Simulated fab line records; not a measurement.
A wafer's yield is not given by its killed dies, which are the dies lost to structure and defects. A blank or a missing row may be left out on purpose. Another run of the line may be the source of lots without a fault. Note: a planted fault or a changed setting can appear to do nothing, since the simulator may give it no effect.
fab line records	flow berkeleyCmos170	part 1 of 2: steps 1 to 30 of 41
record lots=5	wafers=15	lastDay=11
route steps=331 shown NWELL@33 PWELL@34 WELLDRIVE@55 ACTIVE@60
lots that met no fault: from a run of the same line without faults
startH: hours from the record's first day to the start of the lot's first wafer shown	waitH: hours elapsed since this lot's preceding step	" repeats the value in the row above	L1.1+2: several wafers, shown together as one row	- no value, or no start given	* or withheld: withheld	< > ~ a bound
route shown NAME@n: NAME is a module with steps in the file, n the number in the route of the first one	usual: average and standard deviation across the fault-free wafers	same: alike in all rows	chamber/n: place in a boat	sites: each site's reading	_std_site: their standard deviation	_edge_site: inner sites' mean taken away from outer sites' mean	radiusMm: for every site, how far away it sits from the centre of the wafer	mask NAME#n: copy n	behind: the most recent tool/chamber to have shaped the wafer	hold: why the lot went on hold/how many hours it stayed there/how the hold came to an end	device: the transistor (n, p or np) that didn't switch	end of line: at the end of the route, the tests of the same wafers	a step with no rows: only its recipe	killed: at the first sort, the dies lost to defects and structure; wafer yield is something else	map: shows each die of a wafer: x if killed, . if not, _ if none is there
set.NAME: the setting as run; set.NAME@STEP: as run at that earlier step	model.NAME: the simulator's own value behind a step, which no gauge read
a table for each step, a row for each wafer; lots at some steps of the route
services: from which hour (startH, from the record's first day; less than 0 if before it) a tool's chamber was out of use, for how many hours, and why
## steps
# step UCB170_NWELL_WET_ETCH_19
# recipe chemistry=BOE	dilution=5:1	target=SiO2	tempC=25	timeS=22
lot.wafer	tool	chamber	startH	waitH
L084.3+4+5	wetBench-02	2	84.88	0.0
L090.1+2+3	wetBench-01	2	114.49	0.0
L092.1+2+6	wetBench-04	2	127.12	0.0
L096.1+2+5	wetBench-01	2	142.91	0.3
L097.3+4+6	wetBench-02	2	147.76	0.0
# step UCB170_PWELL_CLEAN_00
# recipe chemistry=SPM	tempC=120	timeS=600
lot.wafer	tool	chamber	startH	waitH
L084.3+4+5	wetBench-04	2	84.90	0.0
L090.1+2+3	wetBench-04	1	114.50	0.0
L092.1+2+6	wetBench-04	2	127.13	0.0
L096.1+2+5	wetBench-01	3	142.94	0.0
L097.3+4+6	wetBench-04	2	147.78	0.0
# step UCB170_PWELL_CLEAN_01
# recipe chemistry=dHF	dilution=25:1	timeS=60
lot.wafer	tool	chamber	startH	waitH
L084.3+4+5	wetBench-01	2	85.07	0.0
L090.1+2+3	wetBench-02	1	114.68	0.0
L092.1+2+6	wetBench-04	1	127.54	0.2
L096.1+2+5	wetBench-01	1	143.64	0.3
L097.3+4+6	wetBench-04	3	147.97	0.0
# step UCB170_PWELL_OXIDATION_02
# recipe tempC=1000	ambient=O2	targetThkA=264	oxTimeS=1260
# usual tubeCenterTempC=1000/0.09	zonePowerLoadPct=34/3.1
lot.wafer	tool	chamber	startH	waitH	tubeCenterTempC	zonePowerLoadPct
L084.3	furnace-03	0	87.04	1.9	1000	32
L084.4	"	0	"	"	1000	32
L084.5	"	0	"	"	999.89	33
L090.1	furnace-01	0	117.51	2.8	1000	37
L090.2	"	0	"	"	1000.1	38
L090.3	"	0	"	"	1000.1	37
L092.1	furnace-01	0	130.40	2.8	1000.1	37
L092.2	"	0	"	"	1000	37
L092.6	"	0	"	"	999.88	38
L096.1	furnace-03	0	144.39	0.7	1000	32
L096.2	"	0	"	"	999.99	33
L096.5	"	0	"	"	999.97	32
L097.3	furnace-02	0	149.32	1.3	1000	31
L097.4	"	0	"	"	999.87	30
L097.6	"	0	"	"	1000.1	31
# step UCB170_PWELL_THK_MEAS_03
# recipe reads=SiO2_of_PWELL_OXIDATION_02
# usual PWELL_OXIDE_THK=26.5/0.44
lot.wafer	tool	chamber	startH	waitH	PWELL_OXIDE_THK[nm]
L084.3	filmMetro-01	-	88.41	0.0	26.7
L084.4	"	-	"	"	26.6
L084.5	"	-	"	"	26.6
L090.1	filmMetro-01	-	118.86	0.0	26.1
L090.2	"	-	"	"	25.9
L090.3	"	-	"	"	26.0
L092.1	filmMetro-02	-	131.75	0.0	26.9
L092.2	"	-	"	"	26.4
L092.6	"	-	"	"	26.9
L096.1	filmMetro-02	-	145.74	0.0	26.8
L096.2	"	-	"	"	27.5
L096.5	"	-	"	"	26.8
L097.3	filmMetro-01	-	150.69	0.0	26.4
L097.4	"	-	"	"	25.8
L097.6	"	-	"	"	26.9
# step UCB170_PWELL_ANNEAL_04
# recipe tempC=1000	timeS=900	ambient=N2
# usual tubeCenterTempC=999.99/0.093	zonePowerLoadPct=34/3.2
lot.wafer	tool	chamber	startH	waitH	tubeCenterTempC	zonePowerLoadPct
L084.3	furnace-01	0	90.60	2.2	1000	37
L084.4	"	0	"	"	999.98	37
L084.5	"	0	"	"	1000.2	38
L090.1	furnace-01	0	120.36	1.5	999.92	38
L090.2	"	0	"	"	999.94	38
L090.3	"	0	"	"	999.93	37
L092.1	furnace-02	0	133.94	2.2	999.98	31
L092.2	"	0	"	"	1000.1	31
L092.6	"	0	"	"	1000.2	31
L096.1	furnace-01	0	148.12	2.4	999.95	37
L096.2	"	0	"	"	1000	38
L096.5	"	0	"	"	1000	37
L097.3	furnace-03	0	152.67	2.0	1000	33
L097.4	"	0	"	"	1000.1	33
L097.6	"	0	"	"	999.95	32
# step UCB170_PWELL_CVD_05
# recipe material=Si3N4	targetThkNm=220	tempC=800	precursor=SiH2Cl2/NH3	timeS=3300	pressureMtorr=200	sih2cl2FlowSccm=25	nh3FlowSccm=75
# usual zonePowerLoadPct=22.4/0.64
lot.wafer	tool	chamber	startH	waitH	zonePowerLoadPct
L084.3	lpcvd-01	1	92.02	0.2	21.6
L084.4	"	1	"	"	21.6
L084.5	"	1	"	"	21.3
L090.1	lpcvd-02	0	121.61	0.0	23.0
L090.2	"	0	"	"	22.8
L090.3	"	0	"	"	22.7
L092.1	lpcvd-01	0	136.32	1.1	23.0
L092.2	"	0	"	"	22.6
L092.6	"	0	"	"	23.0
L096.1	lpcvd-01	0	149.37	0.0	23.0
L096.2	"	0	"	"	22.6
L096.5	"	0	"	"	22.7
L097.3	lpcvd-01	1	153.92	0.0	21.6
L097.4	"	1	"	"	21.8
L097.6	"	1	"	"	21.6
# step UCB170_PWELL_THK_MEAS_06
# recipe reads=Si3N4_of_PWELL_CVD_05
# usual PWELL_NITRIDE_THK=220.3/2.2
lot.wafer	tool	chamber	startH	waitH	PWELL_NITRIDE_THK[nm]
L084.3	filmMetro-04	-	93.96	0.0	224.0
L084.4	"	-	"	"	225.4
L084.5	"	-	"	"	224.9
L090.1	filmMetro-01	-	124.49	0.0	220.9
L090.2	"	-	"	"	220.2
L090.3	"	-	"	"	219.1
L092.1	filmMetro-02	-	138.26	0.0	220.7
L092.2	"	-	"	"	222.8
L092.6	"	-	"	"	221.8
L096.1	filmMetro-01	-	151.29	0.0	220.1
L096.2	"	-	"	"	218.7
L096.5	"	-	"	"	220.2
L097.3	filmMetro-04	-	155.86	0.0	226.0
L097.4	"	-	"	"	226.1
L097.6	"	-	"	"	221.2
# step UCB170_PWELL_HMDS_07
# recipe primeTimeS=60	primeTempC=100
# same primeTimeS=60
lot.wafer	tool	chamber	startH	waitH
L084.3+4+5	lithoTrack-01	0	94.22	0.2
L090.1+2+3	lithoTrack-03	0	125.20	0.7
L092.1+2+6	lithoTrack-03	0	138.32	0.1
L096.1+2+5	lithoTrack-03	0	151.72	0.4
L097.3+4+6	lithoTrack-04	0	155.99	0.1
# step UCB170_PWELL_COAT_08
# recipe resist=KrF	spinRpm=1500	resistThkNm=900
lot.wafer	tool	chamber	startH	waitH
L084.3+4+5	lithoTrack-01	0	94.37	0.1
L090.1+2+3	lithoTrack-03	0	125.35	0.1
L092.1+2+6	lithoTrack-03	0	138.47	0.1
L096.1+2+5	lithoTrack-03	0	151.87	0.1
L097.3+4+6	lithoTrack-04	0	156.14	0.1
# step UCB170_PWELL_SOFTBAKE_09
# recipe resist=KrF	tempC=130	timeS=60
lot.wafer	tool	chamber	startH	waitH
L084.3+4+5	lithoTrack-01	0	94.52	0.1
L090.1+2+3	lithoTrack-03	0	125.50	0.1
L092.1+2+6	lithoTrack-03	0	138.62	0.1
L096.1+2+5	lithoTrack-03	0	152.02	0.1
L097.3+4+6	lithoTrack-04	0	156.29	0.1
# step UCB170_PWELL_EXPOSE_10
# recipe maskId=PWELL	targetCdNm=3000	na=0.5	sigmaOuter=0.6	sourceShape=conventional	doseMj=19
# usual exposureDoseMJCm2=19.003/0.019	reticleTempC=23.02/0.096
lot.wafer	tool	chamber	startH	waitH	mask	exposureDoseMJCm2	reticleTempC
L084.3	krfScanner-02	0	94.79	0.2	PWELL#0	19.030	22.95
L084.4	"	0	"	"	PWELL#0	19.018	22.96
L084.5	"	0	"	"	PWELL#0	19.006	23.05
L090.1	krfScanner-02	0	125.65	0.1	PWELL#0	18.949	22.87
L090.2	"	0	"	"	PWELL#0	18.987	23.05
L090.3	"	0	"	"	PWELL#0	18.992	23.02
L092.1	krfScanner-01	0	138.77	0.1	PWELL#0	18.996	22.89
L092.2	"	0	"	"	PWELL#0	19.010	22.78
L092.6	"	0	"	"	PWELL#0	18.986	23.15
L096.1	krfScanner-01	0	152.17	0.1	PWELL#0	19.008	22.98
L096.2	"	0	"	"	PWELL#0	18.984	23.15
L096.5	"	0	"	"	PWELL#0	18.992	22.99
L097.3	krfScanner-02	0	156.63	0.3	PWELL#0	19.028	23.14
L097.4	"	0	"	"	PWELL#0	19.024	22.96
L097.6	"	0	"	"	PWELL#0	19.004	22.99
# step UCB170_PWELL_PEB_11
# recipe pebTempC=130	pebTimeS=withheld	resist=KrF
lot.wafer	tool	chamber	startH	waitH
L084.3+4+5	lithoTrack-03	0	95.46	0.7
L090.1+2+3	lithoTrack-01	0	126.42	0.8
L092.1+2+6	lithoTrack-03	0	138.89	0.1
L096.1+2+5	lithoTrack-01	0	152.39	0.2
L097.3+4+6	lithoTrack-04	0	156.89	0.2
# step UCB170_PWELL_DEVELOP_12
# recipe developer=TMAH	developTimeS=45	resist=KrF	devTempC=21
lot.wafer	tool	chamber	startH	waitH
L084.3+4+5	lithoTrack-03	0	-	-
L090.1+2+3	lithoTrack-01	0	-	-
L092.1+2+6	lithoTrack-03	0	-	-
L096.1+2+5	lithoTrack-01	0	-	-
L097.3+4+6	lithoTrack-04	0	-	-
# step UCB170_PWELL_OVL_MEAS_13
# usual PWELL_OVL=-1/6
lot.wafer	tool	chamber	startH	waitH	PWELL_OVL[nm]
L084.3	overlay-01	-	95.70	-	-12
L084.4	"	-	"	"	-6
L084.5	"	-	"	"	-5
L090.1	overlay-01	-	126.70	-	-6
L090.2	"	-	"	"	-8
L090.3	"	-	"	"	-6
L092.1	overlay-02	-	139.16	-	-6
L092.2	"	-	"	"	4
L092.6	"	-	"	"	0
L096.1	overlay-01	-	152.66	-	-3
L096.2	"	-	"	"	1
L096.5	"	-	"	"	-9
L097.3	overlay-01	-	157.13	-	-10
L097.4	"	-	"	"	-4
L097.6	"	-	"	"	-5
# step UCB170_PWELL_ETCH_14
# recipe chemistry=CH3F/Ar/O2	target=Si3N4	stopOn=SiO2	CH3F_flow_sccm=20	Ar_flow_sccm=50	O2_flow_sccm=7	pressureMtorr=50	rfW=450	targetDepthA=2420	overEtchFrac=0.1	timeS=151
# usual O2_flow_sccm=7.001/0.019	chamberPressureMTorr=50.00/0.05	drypumpMotorCurrentA=5.5/0.48	mfcArSccm=49.98/0.16	oesProductAu=0.939/0.017	rfFwdPowerW=447.9/1.5	throttleValvePct=8.06/0.12
lot.wafer	tool	chamber	startH	waitH	O2_flow_sccm	chamberPressureMTorr	drypumpMotorCurrentA	mfcArSccm	oesProductAu	rfFwdPowerW	rfHoursCounterH	throttleValvePct
L084.3	rieDiel-01	2	95.72	0.0	7.009	49.96	5.3	50.06	0.950	447.5	11	8.12
L084.4	"	0	"	"	7.000	50.00	5.6	50.06	0.935	447.5	121	7.89
L084.5	"	1	"	"	6.994	50.00	5.8	49.69	0.969	449.1	-	8.04
L090.1	rieDiel-01	1	126.74	0.0	7.005	50.00	5.8	50.20	0.961	447.1	5	8.04
L090.2	"	3	"	"	6.963	50.04	5.9	49.91	0.947	447.3	39	8.02
L090.3	"	0	"	"	6.999	50.03	5.6	49.98	0.914	447.3	123	7.88
L092.1	rieDiel-02	2	139.20	0.0	6.992	49.98	6.7	49.82	0.915	448.6	83	7.87
L092.2	"	0	"	"	7.000	49.99	5.1	49.94	0.958	447.3	18	7.96
L092.6	"	2	"	"	6.973	49.97	6.7	49.69	0.919	447.7	-	7.89
L096.1	rieDiel-02	2	152.70	0.0	7.008	49.95	6.7	50.04	0.922	451.4	84	7.89
L096.2	"	1	"	"	7.014	50.04	5.1	49.89	0.916	449.5	8	8.13
L096.5	"	3	"	"	6.997	49.97	5.7	49.89	0.956	448.4	-	8.16
L097.3	rieDiel-01	0	157.15	0.0	7.053	50.08	5.6	49.67	0.940	446.5	125	7.89
L097.4	"	1	"	"	7.019	50.03	5.8	50.03	0.972	449.4	7	8.02
L097.6	"	0	"	"	7.025	49.96	5.6	49.71	0.926	446.1	-	7.88
# step UCB170_PWELL_IMPLANT_15
# recipe species=B	doseCm2=5.073e+12	energyKev=60	tiltDeg=7
lot.wafer	tool	chamber	startH	waitH
L084.3+4+5	implanter-04	0	95.87	0.1
L090.1+2+3	implanter-04	0	126.84	0.1
L092.1+2+6	implanter-04	0	139.30	0.1
L096.1+2+5	implanter-01	0	152.80	0.1
L097.3+4+6	implanter-02	0	157.30	0.1
# step UCB170_PWELL_STRIP_16
# recipe chemistry=O2	powerW=400	pressureMtorr=3500	platenTempC=withheld	o2FlowSccm=400	overashFraction=0.5
# usual chamberPressureMTorr=3500/3.3	drypumpMotorCurrentA=5.6/0.53	oesProductAu=0.721/0.0042	stripTimeToEndpointS=18.05/0.089
lot.wafer	tool	chamber	startH	waitH	chamberPressureMTorr	drypumpMotorCurrentA	oesProductAu	rfHoursCounterH	stripTimeToEndpointS
L084.3	plasmaAsher-04	1	96.01	0.1	3502	5.7	0.712	-	18.15
L084.4	"	0	"	"	3496	5.3	0.720	-	18.17
L084.5	"	1	"	"	3501	5.7	0.721	-	18.19
L090.1	plasmaAsher-04	1	126.99	0.1	3503	5.7	0.730	1	17.96
L090.2	"	0	"	"	3502	5.3	0.714	1	17.95
L090.3	"	0	"	"	3495	5.3	0.719	-	17.93
L092.1	plasmaAsher-04	1	139.45	0.1	3500	5.7	0.725	3	17.93
L092.2	"	0	"	"	3493	5.3	0.716	3	17.90
L092.6	"	0	"	"	3503	5.3	0.725	-	17.91
L096.1	plasmaAsher-04	1	152.95	0.1	3502	5.7	0.719	5	17.98
L096.2	"	0	"	"	3501	5.3	0.729	5	17.92
L096.5	"	0	"	"	3494	5.3	0.719	-	18.07
L097.3	plasmaAsher-02	0	157.44	0.1	3499	6.4	0.720	-	17.88
L097.4	"	1	"	"	3496	5.0	0.719	-	17.98
L097.6	"	1	"	"	3499	4.9	0.716	-	17.93
# step UCB170_PWELL_TW_MEAS_17
# usual PWELL_TW=377/4.3
lot.wafer	tool	chamber	startH	waitH	PWELL_TW
L084.3	filmMetro-04	-	96.09	0.1	380
L084.4	"	-	"	"	380
L084.5	"	-	"	"	382
L090.1	filmMetro-04	-	127.09	0.1	380
L090.2	"	-	"	"	382
L090.3	"	-	"	"	383
L092.1	filmMetro-01	-	139.55	0.1	372
L092.2	"	-	"	"	372
L092.6	"	-	"	"	372
L096.1	filmMetro-01	-	153.05	0.1	371
L096.2	"	-	"	"	374
L096.5	"	-	"	"	373
L097.3	filmMetro-04	-	157.52	0.1	377
L097.4	"	-	"	"	381
L097.6	"	-	"	"	380
# step UCB170_PWELL_CLEAN_18
# recipe chemistry=SPM	tempC=120	timeS=600
lot.wafer	tool	chamber	startH	waitH
L084.3+4+5	wetBench-01	2	96.13	0.0
L090.1+2+3	wetBench-04	2	127.31	0.2
L092.1+2+6	wetBench-02	0	139.62	0.1
L096.1+2+5	wetBench-01	1	153.52	0.5
L097.3+4+6	wetBench-02	1	157.56	0.0
# step UCB170_PWELL_WET_ETCH_19
# recipe chemistry=H3PO4	target=Si3N4	tempC=160	timeS=14400
lot.wafer	tool	chamber	startH	waitH
L084.3+4+5	wetBench-04	0	96.32	0.0
L090.1+2+3	wetBench-04	3	127.57	0.1
L092.1+2+6	wetBench-02	3	139.81	0.0
L096.1+2+5	wetBench-01	1	154.33	0.5
L097.3+4+6	wetBench-02	3	157.74	0.0
# step UCB170_PWELL_WET_ETCH_20
# recipe chemistry=BOE	dilution=5:1	target=SiO2	tempC=25	timeS=22
lot.wafer	tool	chamber	startH	waitH
L084.3+4+5	wetBench-02	2	100.33	0.0
L090.1+2+3	wetBench-04	1	131.97	0.4
L092.1+2+6	wetBench-02	3	144.18	0.0
L096.1+2+5	wetBench-01	2	158.69	0.3
L097.3+4+6	wetBench-04	3	161.75	0.0
# step UCB170_WELLDRIVE_CLEAN_00
# recipe chemistry=SPM	tempC=120	timeS=600
lot.wafer	tool	chamber	startH	waitH
L084.3+4+5	wetBench-04	1	100.35	0.0
L090.1+2+3	wetBench-01	3	134.58	2.6
L092.1+2+6	wetBench-02	1	144.20	0.0
L096.1+2+5	wetBench-01	1	158.77	0.1
L097.3+4+6	wetBench-02	2	161.76	0.0
# step UCB170_WELLDRIVE_OXIDATION_01
# recipe tempC=1100	ambient=O2	targetThkA=1990	oxTimeS=9000
# usual tubeCenterTempC=1100/0.096	zonePowerLoadPct=44/3
lot.wafer	tool	chamber	startH	waitH	tubeCenterTempC	zonePowerLoadPct
L084.3	furnace-01	0	101.73	1.2	1100	48
L084.4	"	0	"	"	1100	48
L084.5	"	0	"	"	1099.9	49
L090.1	furnace-04	0	135.81	1.1	1099.9	44
L090.2	"	0	"	"	1099.9	44
L090.3	"	0	"	"	1100	44
L092.1	furnace-04	0	145.98	1.6	1099.8	44
L092.2	"	0	"	"	1100	44
L092.6	"	0	"	"	1100	44
L096.1	furnace-01	0	160.97	2.0	1099.7	48
L096.2	"	0	"	"	1099.9	48
L096.5	"	0	"	"	1100	48
L097.3	furnace-01	0	164.47	2.5	1100.2	47
L097.4	"	0	"	"	1099.9	47
L097.6	"	0	"	"	1100.1	48
# step UCB170_WELLDRIVE_THK_MEAS_02
# recipe reads=SiO2_of_WELLDRIVE_OXIDATION_01
# usual WELLDRIVE_OXIDE_THK=199/3.7
lot.wafer	tool	chamber	startH	waitH	WELLDRIVE_OXIDE_THK[nm]
L084.3	filmMetro-02	-	105.30	0.1	201
L084.4	"	-	"	"	200
L084.5	"	-	"	"	200
L090.1	filmMetro-03	-	139.31	0.0	201
L090.2	"	-	"	"	200
L090.3	"	-	"	"	200
L092.1	filmMetro-02	-	149.48	0.0	198
L092.2	"	-	"	"	200
L092.6	"	-	"	"	199
L096.1	filmMetro-03	-	164.47	0.0	197
L096.2	"	-	"	"	195
L096.5	"	-	"	"	198
L097.3	filmMetro-02	-	167.99	0.0	196
L097.4	"	-	"	"	195
L097.6	"	-	"	"	197
# step UCB170_WELLDRIVE_ANNEAL_03
# recipe tempC=1100	timeS=900	ambient=N2
# usual tubeCenterTempC=1100/0.1	zonePowerLoadPct=44.3/2.6
lot.wafer	tool	chamber	startH	waitH	tubeCenterTempC	zonePowerLoadPct
L084.3	furnace-01	0	107.81	2.5	1100	47.1
L084.4	"	0	"	"	1100.2	48.3
L084.5	"	0	"	"	1100	47.9
L090.1	furnace-04	0	143.39	4.1	1100	44.7
L090.2	"	0	"	"	1100.1	43.7
L090.3	"	0	"	"	1100	44.4
L092.1	furnace-04	0	152.06	2.6	1099.8	44.3
L092.2	"	0	"	"	1099.9	43.8
L092.6	"	0	"	"	1100	43.2
L096.1	furnace-01	0	167.97	3.5	1100	46.7
L096.2	"	0	"	"	1100	47.5
L096.5	"	0	"	"	1100	48.1
L097.3	furnace-01	0	170.72	2.7	1100	46.7
L097.4	"	0	"	"	1100.1	48.3
L097.6	"	0	"	"	1099.9	47.5
# step UCB170_WELLDRIVE_WET_ETCH_04
# recipe chemistry=BOE	dilution=5:1	target=SiO2	tempC=25	timeS=120
lot.wafer	tool	chamber	startH	waitH
L084.3+4+5	wetBench-04	2	109.06	0.0
L090.1+2+3	wetBench-02	1	144.64	0.0
L092.1+2+6	wetBench-01	3	154.11	0.8
L096.1+2+5	wetBench-01	2	169.22	0.0
L097.3+4+6	wetBench-02	3	171.97	0.0
# step UCB170_ACTIVE_CLEAN_00
# recipe chemistry=SPM	tempC=120	timeS=600
lot.wafer	tool	chamber	startH	waitH
L084.3+4+5	wetBench-04	2	109.10	0.0
L090.1+2+3	wetBench-02	2	144.69	0.0
L092.1+2+6	wetBench-02	2	155.51	1.4
L096.1+2+5	wetBench-01	0	169.43	0.1
L097.3+4+6	wetBench-04	1	172.01	0.0
# step UCB170_ACTIVE_CLEAN_01
# recipe chemistry=dHF	dilution=25:1	timeS=60
lot.wafer	tool	chamber	startH	waitH
L084.3+4+5	wetBench-04	3	109.28	0.0
L090.1+2+3	wetBench-02	3	144.86	0.0
L092.1+2+6	wetBench-04	1	155.79	0.1
L096.1+2+5	wetBench-04	2	169.78	0.0
L097.3+4+6	wetBench-01	3	172.20	0.0
# step UCB170_ACTIVE_OXIDATION_02
# recipe tempC=1000	ambient=O2	targetThkA=264	oxTimeS=1260
# usual tubeCenterTempC=1000/0.089	zonePowerLoadPct=31.8/1.7
lot.wafer	tool	chamber	startH	waitH	tubeCenterTempC	zonePowerLoadPct
L084.3	furnace-02	0	109.31	0.0	999.83	30.8
L084.4	"	0	"	"	1000	30.5
L084.5	"	0	"	"	1000	31.1
L090.1	furnace-02	0	146.72	1.8	1000.2	30.9
L090.2	"	0	"	"	1000	30.9
L090.3	"	0	"	"	999.95	31.3
L092.1	furnace-02	0	156.73	0.9	999.84	30.4
L092.2	"	0	"	"	1000	30.5
L092.6	"	0	"	"	999.93	30.8
L096.1	furnace-03	0	174.07	4.3	1000	31.5
L096.2	"	0	"	"	999.99	31.8
L096.5	"	0	"	"	1000.1	31.9
L097.3	furnace-03	0	174.07	1.8	1000	31.7
L097.4	"	0	"	"	1000.1	32.3
L097.6	"	0	"	"	999.8	31.9
